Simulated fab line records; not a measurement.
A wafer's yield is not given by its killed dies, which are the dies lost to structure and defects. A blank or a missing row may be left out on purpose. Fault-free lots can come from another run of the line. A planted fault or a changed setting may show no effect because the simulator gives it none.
A struck lot beside a sound one	flow berkeley cmos170	19 out of 331 route steps
Sound: wafers L635.2, L635.3, L635.4. The struck wafers were L631.1, L631.2, L631.6. The cause comes at the end.
Per side, at each step with rows, come the tool, then ch with its chambers, and then its first start. Under that, the readings that differ: sound wafers	struck wafers	difference of the means	sigmas: that difference in standard deviations of wafers without a fault.
alike: readings whose means differ by less than 2 such deviations, and words and numbers that are the same on both sides. not compared: withheld readings, readings that some wafer has no value for, bounds like >300 that may hide the same value, and numbers for which the record gives no deviation and whose values overlap.
A row with sigmas, a row that says differs or no value, or rows on one side alone: a step with any of these is where the two part. Numbers that have no deviation but don't overlap get no sigmas and don't part them. A reading missing from all wafers of one side parts the sides only when that side holds two or more wafers.

first, 5 steps without rows for these wafers: UCB170_PSD_COAT_01 (resist thk 900 nm); UCB170_PSD_SOFTBAKE_02 (time 60 s); UCB170_PSD_EXPOSE_03 (exposes mask PSELECT MOD, target cd 1200 nm); UCB170_PSD_PEB_04; UCB170_PSD_DEVELOP_05 (develop time 45 s).
UCB170_PSD_CD_MEAS_06: target cd 1200 nm.
  struck on cd sem-02, day 7 01:16; sound on cd sem-02, day 8 05:10
  alike: cd nm
UCB170_PSD_OVL_MEAS_07:
  struck on overlay-02, day 7 01:23; sound on overlay-01, day 8 05:16
  alike: PSD_OVL
next, for these wafers, 1 step has no rows: UCB170_PSD_IMPLANT_08.
UCB170_PSD_STRIP_09: strips in O2.
  sound on plasma asher-03 ch 0,1, day 8 05:27; struck on plasma asher-04 ch 0,1, day 7 01:34
  alike: drypump motor current A, oes product au, strip time to endpoint s
  not compared: rf hours counter h
UCB170_PSD_TW_MEAS_10:
  struck on film metro-03, day 7 01:40; sound on film metro-04, day 8 05:34
  alike: PSD_TW
then, 2 steps without rows for these wafers: UCB170_PSD_CLEAN_11 (cleans in SPM, time 600 s); UCB170_NSD_HMDS_00 (prime time 60 s).
UCB170_NSD_COAT_01: resist thk 900 nm.
  struck on litho track-03, day 7 05:56; sound on litho track-02 ch 0, day 8 08:16
  no value came back on the struck wafers for chill plate temp C (C), dispense pressure kPa (kPa); on the sound wafers chill plate temp C (C) reads 22.94 22.91 23.06
then, 4 steps without rows for these wafers: UCB170_NSD_SOFTBAKE_02 (time 60 s); UCB170_NSD_EXPOSE_03 (exposes mask NSELECT MOD, target cd 1200 nm); UCB170_NSD_PEB_04; UCB170_NSD_DEVELOP_05 (develop time 45 s).
UCB170_NSD_CD_MEAS_06: target cd 1200 nm.
  struck on cd sem-02, day 7 07:53; sound on cd sem-01, day 8 10:01
reading	sound	struck	difference	sigmas
cd nm (nm)	1197.1 1198.2 1199.3	- - -	no value on the struck wafers	
UCB170_NSD_OVL_MEAS_07:
  struck on overlay-01, day 7 08:00; sound on overlay-01, day 8 10:07
reading	sound	struck	difference	sigmas
NSD_OVL (nm)	-17 -3 -15	- - -	no value on the struck wafers	

## WHERE THEY PART
Last at UCB170_NSD_OVL_MEAS_07 as far as this record goes, first at UCB170_NSD_COAT_01.

WHY: what had been put in by the simulator
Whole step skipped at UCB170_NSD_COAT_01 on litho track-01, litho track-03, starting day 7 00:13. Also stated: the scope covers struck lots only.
